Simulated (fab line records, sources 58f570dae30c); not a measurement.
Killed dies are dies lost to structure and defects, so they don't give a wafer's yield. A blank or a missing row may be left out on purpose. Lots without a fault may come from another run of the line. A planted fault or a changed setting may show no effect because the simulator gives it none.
fab line records | flow berkeley_cmos170
record lots=5 wafers=23
route steps=331 shown M2@289 M3@310
start_h: hours from the record's first day to the start of the lot's first wafer shown | wait_h: hours since the lot's step before | " the same as in the row above | L1.1+2: a row that stands for several wafers | - no value, or no start given | * or withheld: withheld | < > ~ a bound
route shown NAME@n: a module of which the file shows steps, and the number in the route of the first | usual: mean/standard deviation of fault-free wafers | same: alike in all rows | chamber/n: place in a boat | sites: the reading at each site | _std_site: their standard deviation | _edge_site: outer sites' mean less inner sites' | radius_mm: how far each site lies from the wafer's centre | mask NAME#n: copy n | behind: the tool/chamber that last shaped the wafer | hold: why the lot was held/for how many hours/how that ended | device: the transistor (n, p or np) that didn't switch | end of line: the same wafers' tests at the end of the route | a step without rows: its recipe alone | killed: dies lost to structure and defects at the first sort, not the wafer's yield | map: a wafer's dies, x killed, . not, _ none there
set.NAME: the setting as run; set.NAME@STEP: as run at that earlier step | model.NAME: the simulator's own value behind a step, which no gauge read
lots whose settings were changed on purpose; a table a step, a row a wafer
## steps
# step UCB170_M2_METAL_ETCH_18
# recipe chemistry=Cl2/BCl3 target=Al stop_on=SiO2 pressure_mtorr=12 target_depth_a=11700 over_etch_frac=0.3 time_s=195 icp_w=600 bias_w=120 Cl2_flow_sccm=90 bcl3_flow_sccm=45
# columns lot.wafer tool chamber start_h wait_h set.over_etch_frac set.leave_above_ref_nm@V1_CMP_02 model.SiO2_of_V1_CVD_00.thk_nm
L074.2 rie_metal-04 1 219.34 - 0.3 1000 939.8
L074.4 " 0 " " 0.3 1000 935.6
L074.5 " 1 " " 0.3 1000 938.5
L077.1 rie_metal-03 1 220.31 - 0.2108 1000 942.4
L077.2 " 0 " " 0.3 1035 967.9
L077.3 " 0 " " 0.2108 1035 974.1
L077.5 " 1 " " 0.3 1000 936.6
L077.6 " 0 " " 0.2108 1035 974.8
L084.1 rie_metal-01 1 231.81 - 0.354 1071 1006
L084.2 " 0 " " 0.3 1000 933.5
L084.4 " 1 " " 0.3 1000 936.1
L084.5 " 1 " " 0.3 1071 1009
L084.6 " 0 " " 0.354 1071 1003
L081.1 rie_metal-01 1 234.98 - 0.2668 1000 940.3
L081.2 " 0 " " 0.2668 1043 980.8
L081.4 " 0 " " 0.3 1043 978.8
L081.5 " 0 " " 0.3 1000 935.8
L081.6 " 1 " " 0.2668 1000 941.1
L085.1 rie_metal-01 1 269.44 - 0.3 1000 938.3
L085.2 " 0 " " 0.3 1048 983.2
L085.4 " 0 " " 0.3 1048 981.4
L085.5 " 0 " " 0.3 1000 935
L085.6 " 1 " " 0.3 1048 988.1
# step UCB170_M3_SPUTTER_01
# recipe material=Al target_thk_nm=900 time_s=120 power_w=6000 chamber_pressure_pa=0.5
# columns lot.wafer tool chamber start_h wait_h set.time_s model.Al_of_M3_SPUTTER_01.thk_nm
L074.2 pvd_sputter-01 - 222.32 0.0 120 896.9
L074.4 " - " " 120 904.7
L074.5 " - " " 120 899.2
L077.1 pvd_sputter-04 - 223.25 0.0 105.6 783.1
L077.2 " - " " 120 897.5
L077.3 " - " " 105.6 789
L077.5 " - " " 105.6 784.1
L077.6 " - " " 120 888
L084.1 pvd_sputter-04 - 234.69 0.0 137 1029
L084.2 " - " " 120 884.5
L084.4 " - " " 137 1027
L084.5 " - " " 120 890.9
L084.6 " - " " 120 880.1
L081.1 pvd_sputter-04 - 238.20 0.0 120 888.8
L081.2 " - " " 120 895.3
L081.4 " - " " 120 882
L081.5 " - " " 103.5 774.7
L081.6 " - " " 103.5 769.7
L085.1 pvd_sputter-04 - 273.36 0.0 120 890.4
L085.2 " - " " 120 902.9
L085.4 " - " " 133.4 996
L085.5 " - " " 133.4 984.3
L085.6 " - " " 120 899.5
# step UCB170_M3_RS_MEAS_02
# recipe thk_meas_gauge=four-point-probe reads=Al_of_M3_SPUTTER_01
# usual M3_AL_RS=0.0322/0.00035
# columns lot.wafer tool chamber start_h wait_h set.time_s@M3_SPUTTER_01 M3_AL_RS[ohm/sq]
L074.2 film_metro-02 - 222.42 0.1 120 0.0324
L074.4 " - " " 120 0.0320
L074.5 " - " " 120 0.0322
L077.1 film_metro-04 - 223.34 0.0 105.6 0.0370
L077.2 " - " " 120 0.0322
L077.3 " - " " 105.6 0.0367
L077.5 " - " " 105.6 0.0370
L077.6 " - " " 120 0.0327
L084.1 film_metro-04 - 234.78 0.0 137 0.0281
L084.2 " - " " 120 0.0328
L084.4 " - " " 137 0.0281
L084.5 " - " " 120 0.0325
L084.6 " - " " 120 0.0329
L081.1 film_metro-01 - 238.29 0.0 120 0.0326
L081.2 " - " " 120 0.0324
L081.4 " - " " 120 0.0328
L081.5 " - " " 103.5 0.0374
L081.6 " - " " 103.5 0.0376
L085.1 film_metro-01 - 273.44 0.0 120 0.0326
L085.2 " - " " 120 0.0320
L085.4 " - " " 133.4 0.0291
L085.5 " - " " 133.4 0.0294
L085.6 " - " " 120 0.0322
# step UCB170_M3_THK_MEAS_03
# recipe thk_meas_gauge=xrf reads=Al_of_M3_SPUTTER_01
# usual M3_AL_THK=871/9.4
# columns lot.wafer tool chamber start_h wait_h set.time_s@M3_SPUTTER_01 M3_AL_THK[nm]
L074.2 film_metro-02 - 222.53 0.1 120 865
L074.4 " - " " 120 872
L074.5 " - " " 120 863
L077.1 film_metro-04 - 223.46 0.1 105.6 764
L077.2 " - " " 120 869
L077.3 " - " " 105.6 768
L077.5 " - " " 105.6 758
L077.6 " - " " 120 863
L084.1 film_metro-04 - 234.90 0.1 137 997
L084.2 " - " " 120 858
L084.4 " - " " 137 995
L084.5 " - " " 120 860
L084.6 " - " " 120 855
L081.1 film_metro-01 - 238.41 0.1 120 867
L081.2 " - " " 120 878
L081.4 " - " " 120 861
L081.5 " - " " 103.5 757
L081.6 " - " " 103.5 752
L085.1 film_metro-01 - 273.56 0.1 120 867
L085.2 " - " " 120 876
L085.4 " - " " 133.4 968
L085.5 " - " " 133.4 965
L085.6 " - " " 120 873
# step UCB170_M3_PEB_13
# recipe peb_temp_c=130 peb_time_s=withheld resist=KrF
# columns lot.wafer tool chamber start_h wait_h set.peb_temp_c
L074.2+4+5 litho_track-01 0 224.66 0.4 130
L077.1+2 litho_track-03 0 225.48 0.1 130
L077.3+5+6 " 0 " " 132.9
L084.1+4+5 litho_track-02 0 236.68 0.1 127.2
L084.2+6 " 0 " " 130
L081.1+2 litho_track-03 0 240.11 0.1 130
L081.4+5+6 " 0 " " 133.7
L085.1+2+4+5+6 litho_track-03 0 275.19 0.1 130
# step UCB170_M3_DEVELOP_14
# recipe developer=TMAH develop_time_s=45 resist=KrF dev_temp_c=21
# step UCB170_M3_CD_MEAS_15
# recipe target_cd_nm=700
# usual cd_nm=700.5/1.6
# columns lot.wafer tool chamber start_h wait_h set.peb_temp_c@M3_PEB_13 cd_nm
L074.2 cd_sem-01 - 224.93 - 130 698.2
L074.4 " - " " 130 699.9
L074.5 " - " " 130 698.2
L077.1 cd_sem-02 - 225.77 - 130 698.2
L077.2 " - " " 130 698.5
L077.3 " - " " 132.9 681.1
L077.5 " - " " 132.9 682.0
L077.6 " - " " 132.9 680.6
L084.1 cd_sem-01 - 236.96 - 127.2 722.1
L084.2 " - " " 130 701.8
L084.4 " - " " 127.2 723.6
L084.5 " - " " 127.2 722.7
L084.6 " - " " 130 702.5
L081.1 cd_sem-02 - 240.38 - 130 699.3
L081.2 " - " " 130 697.4
L081.4 " - " " 133.7 679.0
L081.5 " - " " 133.7 680.2
L081.6 " - " " 133.7 678.6
L085.1 cd_sem-02 - 275.47 - 130 698.1
L085.2 " - " " 130 699.2
L085.4 " - " " 130 698.5
L085.5 " - " " 130 698.2
L085.6 " - " " 130 698.0
# step UCB170_M3_ETCH_17
# recipe chemistry=N2/H2 target_depth_a=withheld overetch_a=withheld target=BARC time_s=withheld source_w=500 bias_w=100 pressure_mtorr=30 n2_flow_sccm=100 h2_flow_sccm=200
# columns lot.wafer tool chamber start_h wait_h set.bias_w set.peb_temp_c@M3_PEB_13 model.M3.cd_nm
L074.2 rie_diel-03 2 225.07 0.0 100 130 699.3
L074.4 " 3 " " 100 130 699.9
L074.5 " 0 " " 100 130 699.4
L077.1 rie_diel-01 2 225.93 0.0 100 130 697.4
L077.2 " 0 " " 100 130 698.1
L077.3 " 3 " " 100 132.9 680.2
L077.5 " 3 " " 100 132.9 681.2
L077.6 " 0 " " 100 132.9 680.8
L084.1 rie_diel-01 0 237.12 0.0 100 127.2 722.7
L084.2 " 1 " " 100 130 702.2
L084.4 " 0 " " 107 127.2 723.7
L084.5 " 1 " " 100 127.2 723.6
L084.6 " 3 " " 107 130 701.7
L081.1 rie_diel-02 2 240.54 0.0 89.24 130 699.7
L081.2 " 0 " " 100 130 697.4
L081.4 " 1 " " 89.24 133.7 679.3
L081.5 " 3 " " 100 133.7 679.8
L081.6 " 0 " " 100 133.7 678
L085.1 rie_diel-02 2 275.62 0.0 100 130 698.2
L085.2 " 1 " " 100 130 699.2
L085.4 " 3 " " 103.8 130 698.5
L085.5 " 2 " " 100 130 698.6
L085.6 " 1 " " 103.8 130 699
# step UCB170_M3_METAL_ETCH_18
# recipe chemistry=Cl2/BCl3 target=Al stop_on=SiO2 pressure_mtorr=12 target_depth_a=11700 over_etch_frac=0.3 time_s=195 icp_w=600 bias_w=120 Cl2_flow_sccm=90 bcl3_flow_sccm=45
# usual oes_product_au=0.844/0.012
# columns lot.wafer tool chamber start_h wait_h set.time_s@M3_SPUTTER_01 set.peb_temp_c@M3_PEB_13 oes_product_au model.M3.cd_nm
L074.2 rie_metal-03 1 225.11 - 120 130 0.862 699
L074.4 " 1 " " 120 130 0.866 701.1
L074.5 " 0 " " 120 130 0.837 691.7
L077.1 rie_metal-01 0 225.97 - 105.6 130 0.778 694.4
L077.2 " 1 " " 120 130 0.836 699.6
L077.3 " 1 " " 105.6 132.9 0.773 681.7
L077.5 " 1 " " 105.6 132.9 0.779 682.8
L077.6 " 0 " " 120 132.9 0.835 679.8
L084.1 rie_metal-02 1 237.16 - 137 127.2 0.910 723.2
L084.2 " 0 " " 120 130 0.827 705.8
L084.4 " 1 " " 137 127.2 0.909 721.4
L084.5 " 0 " " 120 127.2 0.825 724.4
L084.6 " 1 " " 120 130 0.841 703
L081.1 rie_metal-02 1 240.58 - 120 130 0.847 704.1
L081.2 " 0 " " 120 130 0.836 699
L081.4 " 1 " " 120 133.7 0.836 680.3
L081.5 " 1 " " 103.5 133.7 0.768 681.1
L081.6 " 0 " " 103.5 133.7 0.777 683.1
L085.1 rie_metal-02 0 275.67 - 120 130 0.841 702.2
L085.2 " 1 " " 120 130 0.840 698.1
L085.4 " 1 " " 133.4 130 0.893 699.7
L085.5 " 1 " " 133.4 130 0.874 699.6
L085.6 " 0 " " 120 130 0.838 702.9
# step UCB170_M3_STRIP_19
# recipe chemistry=O2 power_w=400 pressure_mtorr=3500 platen_temp_c=withheld o2_flow_sccm=400 overash_fraction=0.5
# step UCB170_M3_CD_MEAS_90
# recipe target_cd_nm=700
# usual cd_nm=700/4
# columns lot.wafer tool chamber start_h wait_h set.peb_temp_c@M3_PEB_13 cd_nm
L074.2 cd_sem-02 - 225.43 0.1 130 699
L074.4 " - " " 130 701
L074.5 " - " " 130 692
L077.1 cd_sem-02 - 226.26 0.1 130 694
L077.2 " - " " 130 700
L077.3 " - " " 132.9 682
L077.5 " - " " 132.9 683
L077.6 " - " " 132.9 680
L084.1 cd_sem-01 - 237.48 0.1 127.2 723
L084.2 " - " " 130 706
L084.4 " - " " 127.2 722
L084.5 " - " " 127.2 725
L084.6 " - " " 130 703
L081.1 cd_sem-02 - 240.87 0.1 130 704
L081.2 " - " " 130 699
L081.4 " - " " 133.7 680
L081.5 " - " " 133.7 681
L081.6 " - " " 133.7 683
L085.1 cd_sem-02 - 275.95 0.1 130 702
L085.2 " - " " 130 698
L085.4 " - " " 130 700
L085.5 " - " " 130 700
L085.6 " - " " 130 703
## key
split step=UCB170_M2_METAL_ETCH_18 setting=over_etch_frac stated=0.3 by=wafer
response none clear
split step=UCB170_M3_SPUTTER_01 setting=time_s stated=120 by=wafer
response step=UCB170_M3_SPUTTER_01 reading=model.Al_of_M3_SPUTTER_01.thk_nm change=+9.03 per=1% r=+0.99
response step=UCB170_M3_RS_MEAS_02 reading=M3_AL_RS change=-0.000335 per=1% r=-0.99
response step=UCB170_M3_THK_MEAS_03 reading=M3_AL_THK change=+8.83 per=1% r=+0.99
response step=UCB170_M3_METAL_ETCH_18 reading=oes_product_au change=+0.0049 per=1% r=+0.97
split step=UCB170_M3_PEB_13 setting=peb_temp_c stated=130 by=wafer
response step=UCB170_M3_CD_MEAS_15 reading=cd_nm change=-7.72 per=1% r=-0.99
response step=UCB170_M3_ETCH_17 reading=model.M3.cd_nm change=-7.88 per=1% r=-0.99
response step=UCB170_M3_METAL_ETCH_18 reading=model.M3.cd_nm change=-7.45 per=1% r=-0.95
response step=UCB170_M3_CD_MEAS_90 reading=cd_nm change=-7.5 per=1% r=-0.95
split step=UCB170_M3_ETCH_17 setting=bias_w stated=100 by=wafer
response none clear
split outside_this_file step=UCB170_V1_CMP_02 setting=leave_above_ref_nm
# split outside_this_file: this setting was split too, and the file shows its column; the key of that split is in another file
